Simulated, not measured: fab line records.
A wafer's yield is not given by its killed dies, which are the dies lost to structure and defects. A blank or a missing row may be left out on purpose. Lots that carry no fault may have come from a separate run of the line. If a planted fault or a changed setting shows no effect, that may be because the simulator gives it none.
fab line records | flow berkeleyCmos170 | part 2 of 2: steps 32 to 43 of 43
[record] lots = 5 wafers = 15 lastDay = 11
route steps=331 shown V1@259 M2@271 V2@292
lots that met no fault: from a run of the same line without faults
startH: hours from the record's opening day to when the first of the lot's shown wafers began | waitH: hours since the lot's step before | " identical to the entry in the row above | L1.1+2: one row covering several wafers at once | - no value present, or no start provided | * or withheld: withheld | < > ~ a bound
route shown NAME@n: NAME is a module with steps in the file, n the number in the route of the first one | usual: mean/standard deviation of fault-free wafers | same: alike in all rows | chamber/n: place in a boat | sites: per-site readings | _std_site: how widely they spread, as a standard deviation | _edge_site: inner sites' mean taken away from outer sites' mean | radiusMm: for every site, how far away it sits from the centre of the wafer | mask NAME#n: copy n | behind: the last tool/chamber to shape the wafer | hold: the reason the lot was held/the length of the hold in hours/how it ended | device: which transistor (n, p or np) failed to switch | end of line: the same wafers' tests at the end of the route | a step with no rows: only its recipe | killed: not the wafer's yield, but the dies lost to structure and defects at the first sort | map: a wafer's dies, x killed, . not, _ none there
set.NAME: the setting the step ran with; set.NAME@STEP: the setting that earlier step ran with | model.NAME: the simulator's own value behind a step, which no gauge read
a table for each step, a row for each wafer; lots at some steps of the route
services: from which hour (startH, from the record's first day; less than 0 if before it) a tool's chamber was out of use, for how many hours, and why
[[steps]]
[step UCB170_M2_STRIP_19]
[recipe] chemistry = O2 powerW = 400 pressureMtorr = 3500 platenTempC = withheld o2FlowSccm = 400 overashFraction = 0.5
[usual] drypumpMotorCurrentA = 5.5/0.3 oesProductAu = 0.548/0.018
[same] overashFraction = 0.5
// columns lot.wafer tool chamber startH waitH drypumpMotorCurrentA oesProductAu rfHoursCounterH
L074.3 plasmaAsher-03 0 183.20 0.1 5.8 0.533 -
L074.4 " 1 " " 5.6 0.568 -
L074.6 " 1 " " 5.5 0.557 -
L079.3 plasmaAsher-03 0 199.15 0.1 5.8 0.557 -
L079.4 " 1 " " 5.5 0.593 -
L079.6 " 0 " " 5.8 0.543 -
L080.2 plasmaAsher-04 1 206.36 0.1 5.4 0.519 50
L080.4 " 1 " " 5.4 0.542 -
L080.6 " 0 " " 5.7 0.517 -
L087.2 plasmaAsher-01 1 229.78 0.1 5.5 0.556 54
L087.5 " 1 " " 5.5 0.546 -
L087.6 " 0 " " 4.9 0.551 -
L088.1 plasmaAsher-04 1 246.10 0.1 5.4 0.530 54
L088.4 " 1 " " 5.4 0.543 -
L088.6 " 0 " " 5.7 0.523 -
[step UCB170_M2_CD_MEAS_90]
[recipe] targetCdNm = 700
[usual] cdNm = 701/4.2
// columns lot.wafer tool chamber startH waitH cdNm
L074.3 cdSem-01 - 183.31 0.1 707
L074.4 " - " " 701
L074.6 " - " " 703
L079.3 cdSem-01 - 199.26 0.1 696
L079.4 " - " " 695
L079.6 " - " " 697
L080.2 cdSem-01 - 206.48 0.1 695
L080.4 " - " " 703
L080.6 " - " " 694
L087.2 cdSem-02 - 229.95 0.1 703
L087.5 " - " " 701
L087.6 " - " " 702
L088.1 cdSem-02 - 246.20 0.1 699
L088.4 " - " " 699
L088.6 " - " " 701
[step UCB170_V2_CVD_00]
[recipe] material = SiO2 targetThkNm = 2000 tempC = 390 precursor = TEOS/O2 timeS = 250 rfW = 550 pressureMtorr = 9000
[usual] heaterPowerW = 257/54 pressureMtorr = 9002/18 susceptorTempC = 390.00/0.22
// columns lot.wafer tool chamber startH waitH heaterPowerW pressureMtorr susceptorTempC
L074.3 pecvd-02 1 183.39 0.1 225 9002 390.03
L074.4 " 0 " " 245 8993 390.16
L074.6 " 1 " " 280 8992 390.29
L079.3 pecvd-03 0 199.34 0.1 371 9006 389.77
L079.4 " 1 " " 286 9004 389.88
L079.6 " 2 " " 215 9001 389.95
L080.2 pecvd-04 0 206.58 0.1 295 8980 389.82
L080.4 " 0 " " 227 9001 389.89
L080.6 " 1 " " 262 9009 389.87
L087.2 pecvd-04 1 230.05 0.1 278 9023 389.69
L087.5 " 2 " " 171 9015 389.85
L087.6 " 0 " " 231 9011 389.67
L088.1 pecvd-02 1 246.32 0.1 266 9014 389.77
L088.4 " 1 " " 196 9016 389.88
L088.6 " 1 " " 267 9024 389.92
[step UCB170_V2_THK_MEAS_01]
[recipe] reads = SiO2_of_V2_CVD_00
[usual] V2_TEOS_THK = 2001/28
// columns lot.wafer tool chamber startH waitH V2_TEOS_THK[nm]
L074.3 filmMetro-01 - 183.56 0.1 1986
L074.4 " - " " 2009
L074.6 " - " " 2033
L079.3 filmMetro-01 - 199.51 0.1 2026
L079.4 " - " " 2020
L079.6 " - " " 2019
L080.2 filmMetro-02 - 206.74 0.1 1998
L080.4 " - " " 2040
L080.6 " - " " 2019
L087.2 filmMetro-02 - 230.21 0.1 1956
L087.5 " - " " 1977
L087.6 " - " " 2001
L088.1 filmMetro-03 - 246.55 0.2 1978
L088.4 " - " " 2030
L088.6 " - " " 2017
[step UCB170_V2_CMP_02]
[recipe] material = SiO2 downForcePsi = 6 platenRpm = 60 padVelocityMS = 0.75398
[usual] motorCurrentA = 15.9/1.1 slurryFilterDpKPa = 13.50/0.13
// columns lot.wafer tool chamber startH waitH motorCurrentA slurryFilterDpKPa
L074.4 cmp-01 1 183.60 0.0 16.9 13.66
L074.3 " 0 " " 15.3 13.60
L074.6 " 1 " " 16.6 13.57
L079.4 cmp-02 3 199.61 0.1 15.4 13.53
L079.3 " 0 " " 14.8 13.56
L079.6 " 3 " " 15.2 13.58
L080.4 cmp-02 3 206.79 0.0 15.5 13.51
L080.2 " 0 " " 15.5 13.56
L080.6 " 3 " " 16.1 13.41
L087.2 cmp-02 1 230.26 0.0 14.1 13.73
L087.5 " 1 " " 14.0 13.45
L087.6 " 2 " " 15.4 13.64
L088.1 cmp-02 1 246.66 0.1 14.1 13.41
L088.4 " 3 " " 15.5 13.46
L088.6 " 0 " " 15.7 13.41
[step UCB170_V2_BOW_MEAS_03]
[recipe] mode = bow
[usual] V2_BOW = 37/7
// columns lot.wafer tool chamber startH waitH V2_BOW[um]
L074.3 filmMetro-01 - 183.94 0.1 32
L074.4 " - " " 26
L074.6 " - " " 36
L079.3 filmMetro-02 - 199.91 0.2 41
L079.4 " - " " 36
L079.6 " - " " 32
L080.2 filmMetro-03 - 207.11 0.2 38
L080.4 " - " " 42
L080.6 " - " " 39
L087.2 filmMetro-02 - 230.58 0.3 31
L087.5 " - " " 47
L087.6 " - " " 30
L088.1 filmMetro-01 - 246.91 0.2 46
L088.4 " - " " 43
L088.6 " - " " 37
[step UCB170_V2_THK_MEAS_04]
[recipe] reads = SiO2_of_V2_CVD_00
[usual] V2_POLISHED_THK = 1000.5/1.3
// columns lot.wafer tool chamber startH waitH V2_POLISHED_THK[nm]
L074.3 filmMetro-01 - 184.04 0.1 1000.4
L074.4 " - " " 1001.0
L074.6 " - " " 1001.1
L079.3 filmMetro-02 - 200.01 0.1 999.0
L079.4 " - " " 1000.2
L079.6 " - " " 1000.3
L080.2 filmMetro-03 - 207.22 0.1 999.5
L080.4 " - " " 1001.6
L080.6 " - " " 1001.2
L087.2 filmMetro-02 - 230.69 0.1 1002.1
L087.5 " - " " 1001.5
L087.6 " - " " 1002.2
L088.1 filmMetro-01 - 247.03 0.1 1000.8
L088.4 " - " " 998.8
L088.6 " - " " 1000.3
[step UCB170_V2_CLEAN_05]
[recipe] chemistry = DIW
// columns lot.wafer tool chamber startH waitH
L074.3+4+6 wetBench-02 3 184.08 0.0
L079.3+4+6 wetBench-03 1 200.19 0.2
L080.2+4+6 wetBench-03 3 207.27 0.0
L087.2+5+6 wetBench-03 3 230.74 0.0
L088.1+4+6 wetBench-03 2 247.09 0.1
[step UCB170_V2_HMDS_06]
[recipe] primeTimeS = 60 primeTempC = 100
// columns lot.wafer tool chamber startH waitH
L074.3+4+6 lithoTrack-02 0 184.34 0.1
L079.3+4+6 lithoTrack-03 0 200.65 0.3
L080.2+4+6 lithoTrack-03 0 207.86 0.4
L087.2+5+6 lithoTrack-03 0 230.94 0.0
L088.1+4+6 lithoTrack-03 0 247.37 0.1
[step UCB170_V2_COAT_07]
[recipe] resist = KrF spinRpm = 1500 resistThkNm = 900
// columns lot.wafer tool chamber startH waitH
L074.3+4+6 lithoTrack-02 0 184.49 0.1
L079.3+4+6 lithoTrack-03 0 200.80 0.1
L080.2+4+6 lithoTrack-03 0 208.01 0.1
L087.2+5+6 lithoTrack-03 0 231.09 0.1
L088.1+4+6 lithoTrack-03 0 247.52 0.1
[step UCB170_V2_SOFTBAKE_08]
[recipe] resist = KrF tempC = 130 timeS = 60
// columns lot.wafer tool chamber startH waitH
L074.3+4+6 lithoTrack-02 0 184.64 0.1
L079.3+4+6 lithoTrack-03 0 200.95 0.1
L080.2+4+6 lithoTrack-03 0 208.16 0.1
L087.2+5+6 lithoTrack-03 0 231.24 0.1
L088.1+4+6 lithoTrack-03 0 247.67 0.1
[step UCB170_V2_EXPOSE_09]
[recipe] maskId = VIA2 targetCdNm = 700 na = 0.5 sigmaOuter = 0.6 sourceShape = conventional doseMj = 37
[same] sigmaOuter = 0.6
// columns lot.wafer tool chamber startH waitH mask
L074.3+4+6 krfScanner-01 0 184.91 0.2 VIA2#0
L079.3+4+6 krfScanner-02 0 201.21 0.2 VIA2#0
L080.2+4+6 krfScanner-02 0 208.31 0.1 VIA2#0
L087.2+5+6 krfScanner-02 0 231.51 0.2 VIA2#0
L088.1+4+6 krfScanner-01 0 247.95 0.2 VIA2#0
[[services]]
// columns tool chamber startH hours kind
plasmaAsher-02 - 159.45 5.5 repair
rieDiel-03 2 161.19 4.4 repair
pvdSputter-02 - 166.10 3.2 repair
plasmaAsher-02 - 171.19 3.6 repair
krfScanner-01 - 175.04 1.3 pm
rieDiel-03 0 177.68 6.7 repair
pvdSputter-01 - 182.76 1.8 repair
pvdSputter-04 - 183.67 17.1 repair
rieDiel-02 0 184.24 3.6 repair
krfScanner-02 - 186.02 1.2 repair
rieDiel-02 1 186.46 15.6 repair
plasmaAsher-02 - 188.19 11.2 repair
cmp-02 - 188.27 0.4 repair
pvdSputter-04 - 190.15 3.9 repair
pvdSputter-04 - 192.05 6.0 repair
plasmaAsher-04 - 195.63 3.0 repair
krfScanner-02 - 199.91 0.8 pm
pvdSputter-02 - 203.59 3.2 repair
rieDiel-03 - 208.42 0.4 repair
rieMetal-04 - 212.19 0.2 repair
cmp-02 - 226.85 0.3 repair
cmp-02 - 232.35 4.0 pm
plasmaAsher-03 - 244.28 0.7 repair
rieDiel-03 - 247.09 2.8 pm
